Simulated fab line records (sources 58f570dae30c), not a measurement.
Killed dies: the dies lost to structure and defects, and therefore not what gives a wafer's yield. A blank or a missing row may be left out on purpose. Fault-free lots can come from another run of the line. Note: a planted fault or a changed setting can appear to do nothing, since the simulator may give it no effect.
What tool caused it? | flow berkeleyCmos170 | 7 lots with 21 wafers sampled at 3 steps, on a route of 331 steps

WHAT THE GAUGES READ, wafer by wafer
UCB170_M2_RS_MEAS_02: measures by four-point-probe.
lot  | measured     | on           | M2_AL_RS (ohm/sq)
L624 | day 8 16:19  | filmMetro-01 | 0.0321 0.0325 0.0322
L626 | day 9 10:31  | filmMetro-01 | 0.0318 0.0325 0.0320
L628 | day 9 10:25  | filmMetro-04 | 0.0324 0.0328 0.0332
L640 | day 12 00:50 | filmMetro-04 | 0.0328 0.0325 0.0320
L642 | day 12 10:12 | filmMetro-02 | 0.0321 0.0314 0.0321
L645 | day 13 00:39 | filmMetro-01 | 0.0326 0.0320 0.0321
L646 | day 13 02:07 | filmMetro-02 | 0.0320 0.0320 0.0318

TOOL THAT RAN EACH LOT (tool first, then ch and the chambers of the sampled wafers, then the start)
lot  | UCB170_FIELD_WET_ETCH_05       | UCB170_CONTACT_RTA_08
L624 | wetBench-02 ch 3, day 5 12:34  | rtpAnneal-01 ch 0, day 8 07:19
L626 | wetBench-02 ch 1, day 6 09:59  | rtpAnneal-01 ch 0, day 9 00:32
L628 | wetBench-02 ch 3, day 6 09:59  | rtpAnneal-01 ch 0, day 8 22:56
L640 | wetBench-01 ch 0, day 8 20:26  | rtpAnneal-02 ch 0, day 11 17:05
L642 | wetBench-01 ch 3, day 9 14:26  | rtpAnneal-01 ch 0, day 12 02:36
L645 | wetBench-04 ch 2, day 10 02:54 | rtpAnneal-02 ch 0, day 12 17:09
L646 | wetBench-02 ch 2, day 10 06:05 | rtpAnneal-01 ch 0, day 12 17:22
- UCB170_FIELD_WET_ETCH_05: etches Si3N4 in H3PO4, time 12600 s.
- UCB170_CONTACT_RTA_08: time 10 s.

THE ANSWER, worked out from the rows above alone
Rule: usual is defined by the lots themselves. Put in order of their means at a reading, lots are off if they are a third of the lots or fewer, leave a main group of 4 or more, and stand apart from it by a gap of 3 or more times the standard deviation of the main group's means; of several such gaps the widest counts. A main group whose means are all the same, to the digits that the tables above print for the reading, isn't used. A lot without any number at a reading at which 4 lots or more have one is off too. All remaining lots with rows at the step are treated as sound.
Across all readings shown, no lot is off: no conclusion can be drawn from this.

WHAT HAD BEEN PUT IN BY THE SIMULATOR
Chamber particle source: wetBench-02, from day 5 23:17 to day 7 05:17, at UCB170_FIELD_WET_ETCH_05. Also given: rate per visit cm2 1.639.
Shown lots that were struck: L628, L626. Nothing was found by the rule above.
